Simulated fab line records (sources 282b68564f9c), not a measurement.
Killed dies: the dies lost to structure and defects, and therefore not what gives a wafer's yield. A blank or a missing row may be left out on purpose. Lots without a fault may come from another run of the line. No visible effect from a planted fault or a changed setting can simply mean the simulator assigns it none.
Struck lot and sound lot, side by side / flow rit cmos / 43 steps out of a route of 202
Sound: the wafers L671.2, L671.3, L671.5. The struck wafers were L683.1, L683.2, L683.6. The cause is named last.
At each step with rows: each side's tool, then ch and its chambers, then its first start. Under that, the readings that differ: sound wafers / struck wafers / difference of the means / sigmas: that difference in standard deviations of wafers without a fault.
alike: readings with means less than 2 such deviations apart, plus words and numbers identical on both sides. not compared: withheld readings, readings lacking a value on some wafer, bounds such as >300 that could conceal the same value, and numbers that have no deviation in the record and whose values overlap.
A row with sigmas, a row that says differs or no value, or rows on one side alone: a step with any of these is where the two part. Numbers that don't overlap but have no deviation are shown without sigmas and don't part them. A reading missing from all wafers of one side parts the sides only when that side holds two or more wafers.

first, 6 steps without rows for these wafers: RIT_ACTIVE_HMDS_05 (prime time 60 s); RIT_ACTIVE_COAT_06 (resist thk 1000 nm); RIT_ACTIVE_SOFTBAKE_07 (time 60 s); RIT_ACTIVE_EXPOSE_08 (exposes mask M1, target cd 1400 nm); RIT_ACTIVE_PEB_09; RIT_ACTIVE_DEVELOP_10 (develop time 50 s).
RIT_ACTIVE_CD_MEAS_11: the cd target is 1400 nm.
  sound: cd sem-02 at day 1 14:46; struck: cd sem-01 at day 4 03:10
  alike: cd nm
then, 1 step without rows for these wafers: RIT_ACTIVE_HARDBAKE_12 (time 60 s).
RIT_ACTIVE_ETCH_13: etches Si3N4 in SF6, stops on SiO2, time 210 s, target depth 210 nm.
  sound on rie diel-04 ch 0,1,2, day 1 15:06; struck on rie diel-04 ch 1,3, day 4 03:26
  alike: drypump motor current A, oes product au, throttle valve pct
  not compared: rf hours counter h
RIT_ACTIVE_STRIP_14: strips in O2, time 180 s.
  sound on plasma asher-04 ch 0,1, day 1 15:14; struck on plasma asher-02 ch 0,1, day 4 03:35
  alike: drypump motor current A, o2 flow sccm
  not compared: rf hours counter h
RIT_ACTIVE_CD_MEAS_90: the cd target is 1400 nm.
  sound: cd sem-02 at day 1 15:26; struck: cd sem-01 at day 4 03:45
  alike: cd nm
then, 1 step without rows for these wafers: RIT_ACTIVE_CLEAN_15 (cleans in SC1, time 600 s).
RIT_ACTIVE_CLEAN_16: cleans in dHF, time 30 s.
  sound on wet bench-04 ch 2, day 1 15:55; struck on wet bench-02 ch 1, day 4 04:03
then, 2 steps without rows for these wafers: RIT_ACTIVE_CLEAN_17 (cleans in SC2, time 600 s); RIT_FOX1_OXIDATION_00 (target thk 350.7 nm, ox time 1130 s).
RIT_FOX1_THK_MEAS_01:
  sound: film metro-02 at day 1 18:23; struck: film metro-04 at day 4 07:27
  alike: FOX1_OXIDE_THK
then, 2 steps without rows for these wafers: RIT_FOX1_WET_ETCH_02 (etches SiO2 in BOE, target depth 350 nm, time 390 s); RIT_FOX2_OXIDATION_00 (target thk 350.7 nm, ox time 1130 s).
RIT_FOX2_THK_MEAS_01:
  sound: film metro-03 at day 1 19:52; struck: film metro-01 at day 4 11:27
  alike: FOX2_OXIDE_THK
then, 2 steps without rows for these wafers: RIT_FOX2_CLEAN_02 (cleans in dHF, time 180 s); RIT_FOX2_WET_ETCH_03 (etches Si3N4 in H3PO4, target depth 195 nm, time 2700 s).
RIT_FOX2_THK_MEAS_90:
  sound: film metro-01 at day 1 20:46; struck: film metro-01 at day 4 12:20
  alike: FIELD_OXIDE_LEFT_1_THK
then, 6 steps without rows for these wafers: RIT_NWELL_HMDS_00 (prime time 60 s); RIT_NWELL_COAT_01 (resist thk 1300 nm); RIT_NWELL_SOFTBAKE_02 (time 60 s); RIT_NWELL_EXPOSE_03 (exposes mask M2, target cd 43900 nm); RIT_NWELL_PEB_04; RIT_NWELL_DEVELOP_05 (develop time 68 s).
RIT_NWELL_OVL_MEAS_06:
  sound: overlay-02 at day 1 21:49; struck: overlay-01 at day 4 13:34
  alike: NWELL_OVL
then, 2 steps without rows for these wafers: RIT_NWELL_HARDBAKE_07 (time 120 s); RIT_NWELL_IMPLANT_08.
RIT_NWELL_STRIP_09: strips in O2, time 180 s.
  sound on plasma asher-01 ch 0,1, day 1 22:17; struck on plasma asher-03 ch 0,1, day 4 14:00
  alike: drypump motor current A, o2 flow sccm
  not compared: rf hours counter h
RIT_NWELL_TW_MEAS_10:
  sound: film metro-03 at day 1 22:28; struck: film metro-02 at day 4 14:10
  alike: NWELL_TW
then, 6 steps without rows for these wafers: RIT_PWELL_HMDS_00 (prime time 60 s); RIT_PWELL_COAT_01 (resist thk 1300 nm); RIT_PWELL_SOFTBAKE_02 (time 60 s); RIT_PWELL_EXPOSE_03 (exposes mask M3, target cd 43700 nm); RIT_PWELL_PEB_04; RIT_PWELL_DEVELOP_05 (develop time 68 s).
RIT_PWELL_OVL_MEAS_06:
  sound: overlay-01 at day 1 23:24; struck: overlay-01 at day 4 15:07
  alike: PWELL_OVL
then, 2 steps without rows for these wafers: RIT_PWELL_HARDBAKE_07 (time 120 s); RIT_PWELL_IMPLANT_08.
RIT_M1_PROBE_99:
  record: rows for the struck wafers here (prober-02, day 6 02:42), none for the sound ones

WHERE THEY PART
Only at RIT_M1_PROBE_99, as far as this record shows.

WHY: whatever the simulator had introduced
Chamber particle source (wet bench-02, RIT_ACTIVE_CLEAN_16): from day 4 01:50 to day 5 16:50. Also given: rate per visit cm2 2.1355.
